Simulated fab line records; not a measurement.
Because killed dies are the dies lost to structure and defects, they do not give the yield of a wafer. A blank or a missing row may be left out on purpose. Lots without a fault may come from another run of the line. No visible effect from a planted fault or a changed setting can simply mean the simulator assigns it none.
Problem report, 8D (eight disciplines) form, completed by code | flow berkeleyCmos170 | the parts of the form that need people (team, actions taken, sign-off) are left out

1. PROBLEM STATEMENT
M2_AL_RS at UCB170_M2_RS_MEAS_02 reads a mean of 0.0249 ohm/sq on 2 wafers of 1 lot; wafers without a fault read 0.0321 ohm/sq with a standard deviation of 0.00031. That puts it -23 standard deviations away from the usual mean.
The step: measures by four-point-probe.
First seen on wafer L869.3, day 11 07:26, on filmMetro-03. The record has a number at this step for 39 wafers belonging to 13 lots. The rule behind "out" and "out of limits": a value lying over 4 standard deviations away from the usual mean. Any other wafer with a number is counted as sound.

2. WHAT IT IS, AND WHAT IT ISN'T
question                    | is                | is not
which readings at this step | M2_AL_RS          | -
which lots                  | L869              | L852, L853, L854, L855, L856, L858, L859, L860, L863, L864, L867, L874
which wafers of those lots  | L869.3, L869.5    | L869.4
read on which gauges        | filmMetro-03      | filmMetro-01, filmMetro-04
when                        | from day 11 07:26 | up to then (34 sound wafers); but 3 sound wafers of L874 came after

3. WHAT RULES OUT EACH SUSPECT
Counting: any tool at a process step up to the reading remains a suspect provided it ran every lot that is out. Sound lots after the first of them don't rule it out here, since some wafers of a struck lot are sound.
- ruled out: the gauge at UCB170_M2_RS_MEAS_02. All the wafers that are out were read on filmMetro-03, but those of them that UCB170_M2_METAL_ETCH_18 has rows for are out there too, on other tools.
- pvdSputter-02 at UCB170_M2_SPUTTER_01 (material Al, target thk 900 nm, time 120 s): kept. L869, the lot that is out, went through it at day 11 07:19; up to then, the latest sound lot through it was L867 at day 10 23:16.
Remaining after the count: pvdSputter-02 at UCB170_M2_SPUTTER_01.

4. THE CAUSE (what the simulator had put in)
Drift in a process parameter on pvdSputter-02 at UCB170_M2_SPUTTER_01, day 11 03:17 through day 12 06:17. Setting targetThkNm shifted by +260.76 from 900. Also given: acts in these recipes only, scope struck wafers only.
After counting, this tool was the only one left.

5. THE CHAIN OF EFFECTS, in route order
Rows list readings where the struck wafers' mean (over those with a number) sits beyond 3 standard deviations from the usual. Readings are gone through only where the record gives a usual standard deviation; hours: the median, over the lots, of the time from a lot's start at the first step in this table giving one to that lot's start at this step; sigmas: the change measured in usual standard deviations.
hours | step                    | reading      | usual         | on struck wafers | change  | sigmas
0     | UCB170_M2_RS_MEAS_02    | M2_AL_RS     | 0.0321 ohm/sq | 0.0249           | -0.0072 | -23
0     | UCB170_M2_THK_MEAS_03   | M2_AL_THK    | 902 nm        | 1158             | +256    | +28
3     | UCB170_M2_METAL_ETCH_18 | oesProductAu | 0.862 a.u.    | 0.988            | +0.126  | +11
The process steps in it:
- UCB170_M2_METAL_ETCH_18: etches Al in Cl2/BCl3, stops on SiO2, target depth 1170 nm, time 195 s.
Later measuring or inspecting steps at which every struck wafer that the step has a row for has a number for every such reading, and none has moved that far: UCB170_V2_BOW_MEAS_03.

6. HOW IT WOULD HAVE BEEN CAUGHT EARLIER
The first out-of-limits reading at a measuring or inspecting step in this record came at day 11 07:26, 4 hours after the fault's start at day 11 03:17.
Tool readings at UCB170_M2_SPUTTER_01 with a usual standard deviation given in the record: none out on any struck wafer, hence no alarm at a limit of 4 standard deviations on them.
By day 11 07:26 the whole set of lots that are out, 1 in number, had already begun UCB170_M2_SPUTTER_01 on pvdSputter-02. A hold on the tool at that time would have spared none of them.
